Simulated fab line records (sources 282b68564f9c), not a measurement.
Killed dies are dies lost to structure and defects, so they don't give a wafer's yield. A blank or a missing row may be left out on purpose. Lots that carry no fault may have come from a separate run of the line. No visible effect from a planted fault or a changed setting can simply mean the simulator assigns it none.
Shared-tool check :: flow ritCmos :: Sampled: 15 lots, 45 wafers

REASON IT WAS OPENED
At RIT_PSD_TW_MEAS_10 the reading PSD_TW is flagged on 3 of 15 lots. No-fault wafers: 3432, standard deviation 32.
Rule: a lot gets a flag if all its wafers with a number sit over 4 standard deviations from that mean, or if no wafer of it has a number. As for the other lots, they are considered sound.

lot: L282
measured: day 3 08:22
on: filmMetro-03
PSD_TW, wafer by wafer: 3448 3444 3423
flag: 

lot: L283
measured: day 3 13:13
on: filmMetro-03
PSD_TW, wafer by wafer: 3457 3479 3460
flag: 

lot: L285
measured: day 3 22:11
on: filmMetro-03
PSD_TW, wafer by wafer: 3448 3429 3441
flag: 

lot: L286
measured: day 4 03:12
on: filmMetro-04
PSD_TW, wafer by wafer: 3463 3471 3467
flag: 

lot: L287
measured: day 4 06:43
on: filmMetro-02
PSD_TW, wafer by wafer: 3394 3379 3384
flag: 

lot: L288
measured: day 4 11:49
on: filmMetro-03
PSD_TW, wafer by wafer: 3372 3400 3407
flag: 

lot: L290
measured: day 4 22:33
on: filmMetro-04
PSD_TW, wafer by wafer: 3462 3464 3454
flag: 

lot: L291
measured: day 5 02:46
on: filmMetro-03
PSD_TW, wafer by wafer: 3407 3391 3408
flag: 

lot: L293
measured: day 5 13:25
on: filmMetro-04
PSD_TW, wafer by wafer: 30 30 30
flag: FLAGGED

lot: L294
measured: day 5 18:46
on: filmMetro-03
PSD_TW, wafer by wafer: 30 30 30
flag: FLAGGED

lot: L295
measured: day 6 01:42
on: filmMetro-04
PSD_TW, wafer by wafer: 30 30 30
flag: FLAGGED

lot: L296
measured: day 6 08:44
on: filmMetro-04
PSD_TW, wafer by wafer: 3483 3481 3475
flag: 

lot: L301
measured: day 7 09:17
on: filmMetro-02
PSD_TW, wafer by wafer: 3410 3407 3388
flag: 

lot: L303
measured: day 7 14:47
on: filmMetro-04
PSD_TW, wafer by wafer: 3472 3463 3482
flag: 

lot: L304
measured: day 7 20:43
on: filmMetro-04
PSD_TW, wafer by wafer: 3455 3448 3455
flag: 
The numbers of the flagged lots are 30 on average: -3402 against the usual, or -99 or more standard deviations.

EACH LOT AND THE TOOL IT RAN ON
The record keeps 1 process step preceding the reading, out of 202 steps on the route. Each cell gives the tool, then ch followed by the chambers the sampled wafers passed through, then the start.
lot: L282
flag: 
RIT_NSD_STRIP_09: plasmaAsher-03 ch 0,1, day 3 06:34

lot: L283
flag: 
RIT_NSD_STRIP_09: plasmaAsher-03 ch 0,1, day 3 11:28

lot: L285
flag: 
RIT_NSD_STRIP_09: plasmaAsher-01 ch 0,1, day 3 20:27

lot: L286
flag: 
RIT_NSD_STRIP_09: plasmaAsher-02 ch 0,1, day 4 01:20

lot: L287
flag: 
RIT_NSD_STRIP_09: plasmaAsher-02 ch 0,1, day 4 04:59

lot: L288
flag: 
RIT_NSD_STRIP_09: plasmaAsher-01 ch 0,1, day 4 10:05

lot: L290
flag: 
RIT_NSD_STRIP_09: plasmaAsher-01 ch 0,1, day 4 20:57

lot: L291
flag: 
RIT_NSD_STRIP_09: plasmaAsher-02 ch 0,1, day 5 01:10

lot: L293
flag: FLAGGED
RIT_NSD_STRIP_09: plasmaAsher-03 ch 0,1, day 5 11:49

lot: L294
flag: FLAGGED
RIT_NSD_STRIP_09: plasmaAsher-03 ch 1, day 5 16:52

lot: L295
flag: FLAGGED
RIT_NSD_STRIP_09: plasmaAsher-02 ch 0,1, day 6 00:04

lot: L296
flag: 
RIT_NSD_STRIP_09: plasmaAsher-01 ch 0,1, day 6 07:01

lot: L301
flag: 
RIT_NSD_STRIP_09: plasmaAsher-03 ch 0,1, day 7 07:41

lot: L303
flag: 
RIT_NSD_STRIP_09: plasmaAsher-03 ch 0,1, day 7 13:04

lot: L304
flag: 
RIT_NSD_STRIP_09: plasmaAsher-02 ch 0,1, day 7 19:09
What is done by these steps:
- RIT_NSD_STRIP_09: strips in O2, time 180 s.
- RIT_PSD_TW_MEAS_10

FLAGGED AGAINST TOTAL, ONE TOOL AT A TIME (gauges that did the reading follow at the end)
step: RIT_NSD_STRIP_09
tool: plasmaAsher-01
lots run: 4
flagged: 0
share of the flagged lots: none
sound lots run after its first flagged lot: -

step: RIT_NSD_STRIP_09
tool: plasmaAsher-02
lots run: 5
flagged: 1
share of the flagged lots: some
sound lots run after its first flagged lot: 1 (L304)

step: RIT_NSD_STRIP_09
tool: plasmaAsher-03
lots run: 6
flagged: 2
share of the flagged lots: some
sound lots run after its first flagged lot: 2 (L301,L303)

step: RIT_PSD_TW_MEAS_10
tool: filmMetro-02
lots run: 2
flagged: 0
share of the flagged lots: none
sound lots run after its first flagged lot: -

step: RIT_PSD_TW_MEAS_10
tool: filmMetro-03
lots run: 6
flagged: 1
share of the flagged lots: some
sound lots run after its first flagged lot: 0

step: RIT_PSD_TW_MEAS_10
tool: filmMetro-04
lots run: 7
flagged: 2
share of the flagged lots: some
sound lots run after its first flagged lot: 3 (L296,L303,L304)

WHAT THE TABLE ALLOWS
No row of the table ran every flagged lot.

WHAT WAS PUT IN BY THE SIMULATOR
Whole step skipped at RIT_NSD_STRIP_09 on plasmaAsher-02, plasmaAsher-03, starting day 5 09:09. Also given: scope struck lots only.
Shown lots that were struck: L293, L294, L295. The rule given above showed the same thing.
